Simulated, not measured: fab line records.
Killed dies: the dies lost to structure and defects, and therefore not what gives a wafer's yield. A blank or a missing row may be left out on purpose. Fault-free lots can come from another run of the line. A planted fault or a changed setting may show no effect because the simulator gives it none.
Code-filled problem report in 8D (eight disciplines) form ; flow rit cmos ; the parts of the form that need people (team, actions taken, sign-off) are left out

== 1. PROBLEM STATEMENT ==
At RIT_GATE_ETCH_19, oes product au averages 0.940 a.u. over 2 wafers from 2 lots, while fault-free wafers read 0.850 a.u., standard deviation 0.013. Relative to the usual mean, that is a shift of +6.9 standard deviations.
The step: etches poly-Si in SF6/CHF3/O2, stops on SiO2, time 165 s, target depth 312.5 nm.
The first sign was on wafer L734.3 at day 5 15:13, on rie si-02. The record holds 18 wafers of 6 lots with a number at this step. Rule for "out" (also "out of limits"): further than 4 standard deviations from the usual mean. The other wafers with a number count as sound.

== 2. WHAT IT IS; WHAT IT IS NOT ==
question;is;is not
which readings at this step;oes product au;chamber pressure mTorr, drypump motor current A, throttle valve pct
which lots;L734, L736;L721, L722, L733, L741
which wafers of those lots;L734.3, L736.3;L734.2, L734.6, L736.4, L736.5
read on which tools;rie si-02;rie si-01
when;from day 5 15:13;"up to then (11 sound wafers); but 5 sound wafers of L736, L741 came after"

== 3. SUSPECTS, AND WHAT RULES EACH OUT ==
Counting: a tool at a process step up to the reading stays a suspect if it ran every lot that is out. Sound lots after the first of them don't rule it out here, since some wafers of a struck lot are sound.
- litho track-04 at RIT_GATE_SOFTBAKE_12 (time 61.23 s): kept. It ran every lot that is out, first L734 (day 5 14:23).
- rie si-02 at RIT_GATE_ETCH_19 (etches poly-Si in SF6/CHF3/O2, stops on SiO2, time 165 s, target depth 312.5 nm): kept. It processed each lot that is out (first: L734, day 5 15:13); up to then, its last sound lot is L722 (day 3 05:13). Its own oes product au readings are out on those wafers.
- In rie si-02 at RIT_GATE_ETCH_19, the wafers that are out were processed in chamber 0 and their sound lot-mates in chambers 1, 2, 3.
The count leaves rie si-02 at RIT_GATE_ETCH_19 and litho track-04 at RIT_GATE_SOFTBAKE_12.

== 4. THE CAUSE (what the simulator had put in) ==
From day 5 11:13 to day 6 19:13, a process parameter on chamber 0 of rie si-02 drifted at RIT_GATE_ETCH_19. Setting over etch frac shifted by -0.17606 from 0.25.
Of the 2 suspects that counting leaves, this tool is one.

== 5. THE CHAIN OF EFFECTS, in route order ==
Each row: a reading whose mean over the struck wafers that have a number lies more than 3 standard deviations from the usual. Scope: only readings with a usual standard deviation given in the record; hours: median across lots of the time from each lot's start at the first step in this table that gives one to its start at this step; sigmas: change in usual standard deviations.
hours;step;reading;usual;on struck wafers;change;sigmas
0;RIT_GATE_ETCH_19;oes product au;0.850 a.u.;0.940;+0.090;+6.9
22;RIT_M1_PROBE_99;killed at contacts;0.1;1.0;+0.9;+3.3
Here are the process steps it includes:
- RIT_GATE_ETCH_19: etches poly-Si in SF6/CHF3/O2, stops on SiO2, time 165 s, target depth 312.5 nm.
- RIT_M1_PROBE_99

== 6. WHAT WOULD HAVE CAUGHT IT SOONER ==
The fault began at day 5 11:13; the first out-of-limits reading in this record came at day 5 15:13, 4 hours later.
